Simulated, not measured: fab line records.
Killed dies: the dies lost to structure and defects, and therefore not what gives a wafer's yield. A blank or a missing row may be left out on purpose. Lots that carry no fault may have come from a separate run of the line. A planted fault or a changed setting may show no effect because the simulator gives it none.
fab line records -- flow rit_cmos
record: lots: 14, wafers: 42, last_day: 7
route steps=202 shown NSD@134
lots that met no fault: taken from a fault-free run of the same line
start_h: start of the lot's first displayed wafer, in hours after the record's first day -- wait_h: hours elapsed since this lot's preceding step -- " identical to the entry in the row above -- L1.1+2: a single row standing in for several wafers -- - either no value or no given start -- * or withheld: withheld -- < > ~ a bound
route shown NAME@n: names a module that has steps shown in the file, with the first one's number in the route -- usual: the fault-free wafers' mean and standard deviation -- same: alike in all rows -- chamber/n: place in a boat -- sites: per-site readings -- _std_site: how widely they spread, as a standard deviation -- _edge_site: outer sites' mean less inner sites' -- radius_mm: for every site, how far away it sits from the centre of the wafer -- mask NAME#n: copy n -- behind: the tool/chamber that last shaped the wafer -- hold: why the lot went on hold/how many hours it stayed there/how the hold came to an end -- device: transistor that didn't switch, given as n, p or np -- end of line: at the end of the route, the tests of the same wafers -- a step with no rows: only its recipe -- killed: dies lost to structure and defects at the first sort, not the wafer's yield -- map: the dies of a wafer, with x for killed, . for not killed, _ for no die there
set.NAME: setting as actually run; set.NAME@STEP: the setting as run at that earlier step -- model.NAME: the simulator's own value behind a step, which no gauge read
steps of the route over a sample of lots; a table a step, a row a wafer
services: a tool's chamber out of use, with start hour (start_h, from the record's first day; less than 0 if before it), hours out, and reason
== steps ==
step: RIT_NSD_EXPOSE_03
recipe: mask_id: M9, na: 0.57, target_cd_nm: 40700, dose_mj: 250
usual: exposure_dose_mJ_cm2: 249.98/0.21, focus_offset_nm: 0.1/0.5
lot.wafer,tool,chamber,start_h,wait_h,mask,exposure_dose_mJ_cm2,focus_offset_nm
L603.2,iline_stepper-01,0,51.87,0.3,M9#0,250.12,0.8
L603.4,iline_stepper-01,0,51.87,0.3,M9#0,250.12,0.4
L603.6,iline_stepper-01,0,51.87,0.3,M9#0,249.88,-0.3
L604.1,iline_stepper-01,0,55.68,0.1,M9#0,250.20,0.0
L604.3,iline_stepper-01,0,55.68,0.1,M9#0,250.36,-0.6
L604.4,iline_stepper-01,0,55.68,0.1,M9#0,250.21,-0.2
L605.3,iline_stepper-02,0,62.80,0.2,M9#0,249.89,-0.1
L605.5,iline_stepper-02,0,62.80,0.2,M9#0,249.88,0.3
L605.6,iline_stepper-02,0,62.80,0.2,M9#0,250.48,0.4
L607.2,iline_stepper-02,0,69.69,0.1,M9#0,249.85,-0.5
L607.3,iline_stepper-02,0,69.69,0.1,M9#0,249.93,0.5
L607.5,iline_stepper-02,0,69.69,0.1,M9#0,250.00,-0.3
L609.2,iline_stepper-02,0,78.16,0.2,M9#0,250.03,-0.3
L609.4,iline_stepper-02,0,78.16,0.2,M9#0,249.83,0.7
L609.6,iline_stepper-02,0,78.16,0.2,M9#0,250.01,-0.5
L611.1,iline_stepper-01,0,91.35,0.1,M9#0,250.11,-0.5
L611.5,iline_stepper-01,0,91.35,0.1,M9#0,249.89,-0.8
L611.6,iline_stepper-01,0,91.35,0.1,M9#0,250.10,0.7
L612.2,iline_stepper-01,0,93.77,0.1,M9#0,250.16,0.4
L612.3,iline_stepper-01,0,93.77,0.1,M9#0,250.01,0.2
L612.6,iline_stepper-01,0,93.77,0.1,M9#0,249.95,1.0
L613.1,iline_stepper-02,-,100.81,0.2,M9#0,-,-
L613.2,iline_stepper-02,-,100.81,0.2,M9#0,-,-
L613.6,iline_stepper-02,-,100.81,0.2,M9#0,-,-
L614.1,iline_stepper-02,-,105.59,0.1,M9#0,-,-
L614.4,iline_stepper-02,-,105.59,0.1,M9#0,-,-
L614.5,iline_stepper-02,-,105.59,0.1,M9#0,-,-
L616.1,iline_stepper-01,0,112.62,0.3,M9#0,249.90,-0.3
L616.4,iline_stepper-01,0,112.62,0.3,M9#0,249.65,-0.3
L616.6,iline_stepper-01,0,112.62,0.3,M9#0,250.03,0.5
L623.1,iline_stepper-01,0,155.97,0.3,M9#0,250.01,-0.2
L623.4,iline_stepper-01,0,155.97,0.3,M9#0,250.08,0.2
L623.5,iline_stepper-01,0,155.97,0.3,M9#0,250.21,0.3
L624.2,iline_stepper-02,0,159.96,0.2,M9#0,250.08,-0.8
L624.3,iline_stepper-02,0,159.96,0.2,M9#0,250.23,0.7
L624.4,iline_stepper-02,0,159.96,0.2,M9#0,250.29,0.8
L625.1,iline_stepper-02,0,164.31,0.1,M9#0,249.94,0.0
L625.5,iline_stepper-02,0,164.31,0.1,M9#0,250.08,0.4
L625.6,iline_stepper-02,0,164.31,0.1,M9#0,250.28,-0.2
L626.1,iline_stepper-02,0,168.49,0.1,M9#0,249.80,0.6
L626.2,iline_stepper-02,0,168.49,0.1,M9#0,249.77,-0.1
L626.6,iline_stepper-02,0,168.49,0.1,M9#0,249.90,-0.3
== services ==
tool,chamber,start_h,hours,kind
iline_stepper-01,-,28.59,-,consumable_replace:lamp
iline_stepper-02,-,49.74,9.0,repair
iline_stepper-01,-,102.16,5.5,repair
iline_stepper-02,0,110.26,-,calibration
iline_stepper-01,-,142.98,4.4,pm
iline_stepper-01,-,149.92,3.4,repair
== key ==
first_sign: step: RIT_NSD_EXPOSE_03, reading: tool_record, direction: missing
effect none on later readings
met_at RIT_NSD_EXPOSE_03
struck_lots L613,L614
sort_left_out L613.1,L613.2,L613.6,L614.1,L614.4,L614.5
tester_left_out L613,L614
onset_between 78.16 100.81
fault: kind: skipped_step_whole, tool: iline_stepper-02, chamber: -, onset_h: 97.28, steps: RIT_NSD_EXPOSE_03, scope: struck_lots_only
tester_left_out: of these lots the tester's yield and bins aren't shown, on N5 and GAA mostly nor the transistor test; their killed dies are dies lost to structure and defects alone, not to doping, threshold or leakage, so they don't give the yield
sort_left_out: the simulated sort isn't trusted on such a fault, so these wafers' sort isn't shown, and their yield isn't known
